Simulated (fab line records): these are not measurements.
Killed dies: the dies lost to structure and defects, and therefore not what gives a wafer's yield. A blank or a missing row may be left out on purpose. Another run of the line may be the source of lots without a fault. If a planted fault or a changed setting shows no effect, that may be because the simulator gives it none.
fab line records    flow berkeleyCmos170
record lots=14  wafers=42  lastDay=12
route steps=331 shown ZERO@12 M3@313
lots untouched by any fault: they come from a run of this same line in which no faults occurred
startH: the number of hours between the record's first day and the start of the first shown wafer of the lot    waitH: hours from the lot's prior step to this one    " repeats the value in the row above    L1.1+2: a row that stands for several wafers    - no value, or no start was given    * or withheld: withheld    < > ~ a bound
route shown NAME@n: NAME is a module with steps in the file, n the number in the route of the first one    usual: mean and standard deviation over wafers with no fault    same: alike in all rows    chamber/n: place in a boat    sites: readings site by site    _std_site: standard deviation across them    _edge_site: mean of outer sites minus mean of inner sites    radiusMm: how far each site lies from the wafer's centre    mask NAME#n: copy n    behind: the last tool/chamber to shape the wafer    hold: the reason the lot was held/the length of the hold in hours/how it ended    device: the n, p or np transistor that did not switch    end of line: tests run on the same wafers once the route is complete    a step without rows: its recipe alone    killed: dies that structure and defects cost at the first sort, which is not the same as the wafer's yield    map: shows each die of a wafer: x if killed, . if not, _ if none is there
set.NAME: setting as actually run; set.NAME@STEP: the setting as run at that earlier step    model.NAME: the simulator's own value behind a step, which no gauge read
one table for each step of the route and one row for each wafer, over a sample of lots
services: the hour from which a tool's chamber was out of use, counted from the record's first day as startH (under 0 if before that day), plus the number of hours and why
## steps
# step UCB170_ZERO_ETCH_06
# recipe chemistry=CHF3/CF4/Ar  target=SiO2  timeS=12  pressureMtorr=100  rfW=500  CHF3_flow_sccm=50  cf4FlowSccm=10  Ar_flow_sccm=120  overEtchFrac=1.58
# usual CHF3_flow_sccm=49.97/0.13  drypumpMotorCurrentA=5.8/0.34  oesProductAu=0.618/0.0089  throttleValvePct=9.28/0.13
lot.wafer  tool        chamber  startH  waitH  CHF3_flow_sccm  drypumpMotorCurrentA  oesProductAu  rfHoursCounterH  throttleValvePct
L350.3     rieDiel-01  2        19.51   -      49.91           5.6                   0.614         140              9.37
L350.4     "           3        "       "      50.06           6.1                   0.605         114              9.44
L350.6     "           2        "       "      49.96           5.6                   0.612         -                9.35
L353.2     rieDiel-04  2        36.32   -      50.08           5.8                   0.600         134              9.12
L353.5     "           0        "       "      50.25           5.3                   0.625         -                9.38
L353.6     "           3        "       "      49.88           6.8                   0.620         -                9.10
L355.1     rieDiel-02  3        41.43   -      49.90           6.0                   0.609         111              9.33
L355.3     "           1        "       "      49.54           5.8                   0.609         66               9.31
L355.6     "           1        "       "      49.71           5.9                   0.612         -                9.32
L356.1     rieDiel-01  1        47.60   -      50.08           5.7                   0.626         159              9.36
L356.5     "           3        "       "      50.12           6.1                   0.609         -                9.45
L356.6     "           0        "       "      49.96           5.5                   0.634         -                9.13
L357.1     rieDiel-04  1        56.75   -      49.80           6.1                   0.633         11               9.12
L357.2     "           3        "       "      49.97           6.8                   0.619         4                9.11
L357.4     "           0        "       "      50.07           5.3                   0.617         149              9.36
L360.1     rieDiel-04  1        68.55   -      49.81           6.1                   0.627         11               9.12
L360.2     "           0        "       "      50.05           5.3                   0.622         150              9.37
L360.6     "           0        "       "      49.94           5.3                   0.615         -                9.37
L361.2     rieDiel-01  3        74.21   -      50.07           6.1                   0.602         117              9.46
L361.4     "           1        "       "      49.81           5.7                   0.608         161              9.37
L361.6     "           1        "       "      50.04           5.8                   0.622         -                9.39
L363.4     rieDiel-04  2        81.08   -      49.84           5.8                   0.603         136              9.09
L363.5     "           1        "       "      49.78           6.1                   0.634         -                9.11
L363.6     "           2        "       "      49.95           5.8                   0.607         -                9.10
L364.2     rieDiel-02  1        88.05   -      50.02           5.8                   0.609         68               9.30
L364.4     "           3        "       "      49.94           6.0                   0.606         -                9.34
L364.6     "           1        "       "      49.75           5.8                   0.611         -                9.31
L366.1     rieDiel-04  1        103.62  -      49.92           6.1                   0.626         13               9.13
L366.4     "           0        "       "      50.22           5.3                   0.623         151              9.38
L366.5     "           1        "       "      50.06           6.1                   0.628         -                9.11
L367.3     rieDiel-02  2        106.25  -      49.96           5.5                   0.623         147              9.36
L367.4     "           0        "       "      49.92           6.0                   0.621         -                9.42
L367.5     "           2        "       "      49.88           5.4                   0.618         -                9.36
L369.1     rieDiel-02  2        110.32  -      49.84           5.5                   0.616         148              9.36
L369.2     "           1        "       "      50.22           5.8                   0.616         69               9.31
L369.3     "           0        "       "      50.09           6.0                   0.627         144              9.39
L371.3     rieDiel-04  0        124.88  -      50.08           5.3                   0.620         152              9.38
L371.4     "           2        "       "      50.00           5.8                   0.619         -                9.11
L371.5     "           1        "       "      50.13           6.1                   0.630         -                9.11
L373.1     rieDiel-01  0        134.96  -      49.98           5.6                   0.632         74               9.12
L373.2     "           2        "       "      49.94           5.6                   0.616         147              9.34
L373.4     "           1        "       "      49.88           5.8                   0.618         0                9.38
# step UCB170_M3_HMDS_04
# recipe primeTimeS=60  primeTempC=100
# usual primeTempC=100.01/0.12
lot.wafer  tool           chamber  startH  waitH  primeTempC
L350.3     lithoTrack-03  0        156.22  0.1    99.99
L350.4     "              0        "       "      100.04
L350.6     "              0        "       "      99.86
L353.2     lithoTrack-03  0        172.77  0.2    99.88
L353.5     "              0        "       "      99.90
L353.6     "              0        "       "      99.87
L355.1     lithoTrack-03  0        184.82  0.3    100.12
L355.3     "              0        "       "      99.98
L355.6     "              0        "       "      99.89
L356.1     lithoTrack-03  0        189.17  0.1    100.07
L356.5     "              0        "       "      100.10
L356.6     "              0        "       "      99.89
L357.1     lithoTrack-03  0        196.61  0.1    99.72
L357.2     "              0        "       "      99.91
L357.4     "              0        "       "      99.94
L360.1     lithoTrack-04  0        201.12  0.1    100.21
L360.2     "              0        "       "      100.11
L360.6     "              0        "       "      100.07
L363.4     lithoTrack-02  0        210.21  0.1    100.19
L363.5     "              0        "       "      100.11
L363.6     "              0        "       "      100.12
L361.2     lithoTrack-04  0        212.03  0.1    99.92
L361.4     "              0        "       "      99.94
L361.6     "              0        "       "      99.92
L364.2     lithoTrack-04  0        231.10  0.1    100.23
L364.4     "              0        "       "      100.22
L364.6     "              0        "       "      100.18
L369.1     lithoTrack-04  0        243.47  0.1    102.34
L369.2     "              0        "       "      102.41
L369.3     "              0        "       "      102.34
L366.1     lithoTrack-03  0        243.79  0.1    100.11
L366.4     "              0        "       "      99.96
L366.5     "              0        "       "      100.04
L367.3     lithoTrack-04  0        244.11  0.1    102.18
L367.4     "              0        "       "      102.42
L367.5     "              0        "       "      102.32
L371.3     lithoTrack-02  0        265.94  0.6    99.92
L371.4     "              0        "       "      99.98
L371.5     "              0        "       "      100.05
L373.1     lithoTrack-02  0        280.11  0.1    99.99
L373.2     "              0        "       "      99.96
L373.4     "              0        "       "      100.02
## services
tool        chamber  startH  hours  kind
rieDiel-04  -        13.18   4.3    repair
rieDiel-04  1        41.56   6.2    repair
rieDiel-02  2        60.65   27.5   repair
rieDiel-02  1        64.49   6.8    repair
rieDiel-01  3        80.82   10.5   repair
rieDiel-01  0        82.15   17.1   repair
rieDiel-02  3        105.18  4.4    repair
rieDiel-01  1        118.20  -      clean
rieDiel-01  1        118.20  15.9   scheduledDown
rieDiel-04  3        118.72  8.6    repair
rieDiel-04  1        125.42  4.4    repair
rieDiel-04  0        151.13  -      clean
rieDiel-04  0        151.13  24.6   scheduledDown
rieDiel-04  0        151.13  24.6   ventCycle
rieDiel-01  0        160.23  2.5    repair
rieDiel-02  3        165.03  11.4   repair
rieDiel-02  0        179.02  21.5   repair
rieDiel-01  -        206.76  0.9    repair
rieDiel-01  -        210.06  2.8    pm
rieDiel-04  2        217.61  -      clean
rieDiel-04  2        217.61  21.5   scheduledDown
rieDiel-04  2        217.61  21.5   ventCycle
rieDiel-01  0        252.06  3.4    repair
rieDiel-02  0        267.54  5.1    repair
## key
firstSign step=UCB170_M3_HMDS_04  reading=primeTempC  direction=up  sigmas=20  usual=*  struck=*
effect none on later readings
metAt UCB170_M3_HMDS_04
struckLots L367,L369
notActingAt UCB170_ZERO_ETCH_06
onsetBetween 231.10 243.47
fault kind=processParameterDrift  tool=lithoTrack-04  chamber=-  onsetH=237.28  steps=UCB170_M3_HMDS_04  channel=primeTempC  offset=*  shape=step  endH=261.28  actsIn=*  stated=*
